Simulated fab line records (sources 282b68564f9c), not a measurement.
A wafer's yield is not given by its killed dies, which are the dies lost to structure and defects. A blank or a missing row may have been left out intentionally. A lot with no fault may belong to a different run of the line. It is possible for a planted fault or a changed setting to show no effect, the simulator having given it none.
Which tool is to blame? | flow ritCmos | 14 lots, 42 wafers sampled, at 3 steps of a route of 202

== WHAT EACH GAUGE READ, for each wafer ==
RIT_PWELL_TW_MEAS_10. Usual: PWELL_TW gives 955 (standard deviation 11).
lot  | measured    | on           | PWELL_TW                | flag
L349 | day 2 11:45 | filmMetro-02 | 939 939 942             | 
L350 | day 2 12:01 | filmMetro-02 | 937 938 935             | 
L351 | day 2 16:38 | filmMetro-02 | 946 941 941             | 
L352 | day 2 20:18 | filmMetro-01 | 960 966 961             | 
L353 | day 3 01:26 | filmMetro-02 | 937 937 936             | 
L355 | day 3 12:31 | filmMetro-01 | 961 969 965             | 
L357 | day 4 00:20 | filmMetro-01 | 962 963 961             | 
L359 | day 4 11:28 | filmMetro-01 | 957 960 953             | 
L362 | day 4 22:15 | filmMetro-02 | 937 937 936             | 
L363 | day 5 05:18 | filmMetro-01 | 871 874 873 870 873 878 | OFF
L364 | day 5 10:25 | filmMetro-01 | 960 965 967             | 
L366 | day 5 18:08 | filmMetro-01 | 871 875 875 877 871 870 | OFF
L369 | day 6 08:06 | filmMetro-01 | 951 951 953             | 
L370 | day 6 15:29 | filmMetro-01 | 954 957 955             | 

RIT_WELLDRIVE_RS_MEAS_02: the measuring method here is four-point-probe. Usual: PWELL_RS gives 430.0 ohm/sq (standard deviation 1.4).
lot  | measured    | on           | PWELL_RS (ohm/sq)                   | flag
L349 | day 2 17:22 | filmMetro-03 | 430.4 429.9 429.0                   | 
L350 | day 2 17:31 | filmMetro-01 | 431.0 429.7 430.4                   | 
L351 | day 2 23:19 | filmMetro-02 | 429.8 429.0 427.6                   | 
L352 | day 3 01:34 | filmMetro-01 | 432.4 430.9 431.6                   | 
L353 | day 3 06:43 | filmMetro-03 | 430.8 429.8 429.9                   | 
L355 | day 3 19:19 | filmMetro-02 | 430.5 431.8 430.8                   | 
L357 | day 4 05:36 | filmMetro-01 | 427.6 428.9 427.4                   | 
L359 | day 4 17:07 | filmMetro-01 | 429.1 429.9 429.4                   | 
L362 | day 5 04:28 | filmMetro-01 | 432.0 430.9 430.0                   | 
L363 | day 5 14:40 | filmMetro-02 | 526.7 524.6 525.6 527.6 525.9 525.8 | OFF
L364 | day 5 17:18 | filmMetro-02 | 431.2 429.9 430.4                   | 
L366 | day 6 06:26 | filmMetro-01 | 525.2 526.1 524.4 524.0 525.4 525.3 | OFF
L369 | day 6 14:13 | filmMetro-03 | 431.1 431.2 431.8                   | 
L370 | day 6 20:46 | filmMetro-02 | 430.1 429.5 430.0                   | 

== EACH LOT AND THE TOOL THAT RAN IT (in order: tool; ch and the chambers of the sampled wafers; start) ==
lot  | RIT_PWELL_IMPLANT_08
L349 | implanter-04 ch 0, day 2 11:25
L350 | implanter-03 ch 0, day 2 11:42
L351 | implanter-02 ch 0, day 2 16:22
L352 | implanter-04 ch 0, day 2 19:58
L353 | implanter-02 ch 0, day 3 01:07
L355 | implanter-04 ch 0, day 3 12:14
L357 | implanter-03 ch 0, day 3 23:52
L359 | implanter-04 ch 0, day 4 11:10
L362 | implanter-04 ch 0, day 4 21:55
L363 | implanter-04 ch 0, day 5 04:59
L364 | implanter-03 ch 0, day 5 10:07
L366 | implanter-04 ch 0, day 5 17:49
L369 | implanter-03 ch 0, day 6 07:47
L370 | implanter-02 ch 0, day 6 15:11
- RIT_PWELL_IMPLANT_08

== WHAT THE TOOLS THEMSELVES READ (means of the sampled wafers that have a number; where no wafer has one, the mark that the record gives instead) ==
RIT_PWELL_IMPLANT_08. Usual: doseIonsCm2 6.999e+13, standard deviation 7.6e+10; faradayCurrentUA 222, standard deviation 4.4.
lot  | tool         | doseIonsCm2 | faradayCurrentUA | flag
L349 | implanter-04 | 7.003e+13   | 220              | 
L350 | implanter-03 | 7.002e+13   | 224              | 
L351 | implanter-02 | 7.006e+13   | 227              | 
L352 | implanter-04 | 6.999e+13   | 222              | 
L353 | implanter-02 | 6.997e+13   | 222              | 
L355 | implanter-04 | 6.999e+13   | 223              | 
L357 | implanter-03 | 6.997e+13   | 222              | 
L359 | implanter-04 | 6.997e+13   | 218              | 
L362 | implanter-04 | 6.991e+13   | 224              | 
L363 | implanter-04 | 5.097e+13   | 159              | OFF
L364 | implanter-03 | 7.002e+13   | 225              | 
L366 | implanter-04 | 5.087e+13   | 162              | OFF
L369 | implanter-03 | 7.005e+13   | 222              | 
L370 | implanter-02 | 7.008e+13   | 220              | 

== THE ANSWER, worked out from the rows above alone ==
Rule: a lot is off if the mean of its wafers that have a number lies more than 3 standard deviations from the usual mean. Also off: a lot with no number at a reading for which 4 or more lots have one. Where the step has rows for the other lots, those lots are counted as sound. First the gauges in route order, then the tools' own readings, where a lot's mean is used as printed above. The first step at which some lot is off is used, and at that step the reading that is off furthest; a lot without a number counts as furthest.
Off: at RIT_PWELL_TW_MEAS_10 (PWELL_TW), L363, L366.
If a tool, at a process step before that reading, ran all the lots that are off and no sound lot after the first of them, it fits. The gauges at RIT_PWELL_TW_MEAS_10 aren't tried: what is off there is off at RIT_PWELL_IMPLANT_08 too, on other tools, and a gauge's error can't cause that. One candidate fits, namely implanter-04 at RIT_PWELL_IMPLANT_08. Its last sound lot is L362 (day 4 21:55), its first lot that is off L363 (day 5 04:59): a fault that began between those two fits.
The tool's own readings at RIT_PWELL_IMPLANT_08 bear it out: on the lots that are off they differ by more than 5 times the standard deviation of the sound lots' means. doseIonsCm2 reads 5.092e+13 there against 7.000e+13 on the sound lots; faradayCurrentUA reads 160 there against 222 on the sound lots.

== WHAT WAS PUT IN BY THE SIMULATOR ==
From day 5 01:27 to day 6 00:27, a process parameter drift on implanter-04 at RIT_PWELL_IMPLANT_08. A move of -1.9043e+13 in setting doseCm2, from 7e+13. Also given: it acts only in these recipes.
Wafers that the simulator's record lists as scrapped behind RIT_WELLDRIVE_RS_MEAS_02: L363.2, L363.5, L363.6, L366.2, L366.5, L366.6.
Lots struck among those shown: L363, L366. The rule above reached the same finding.
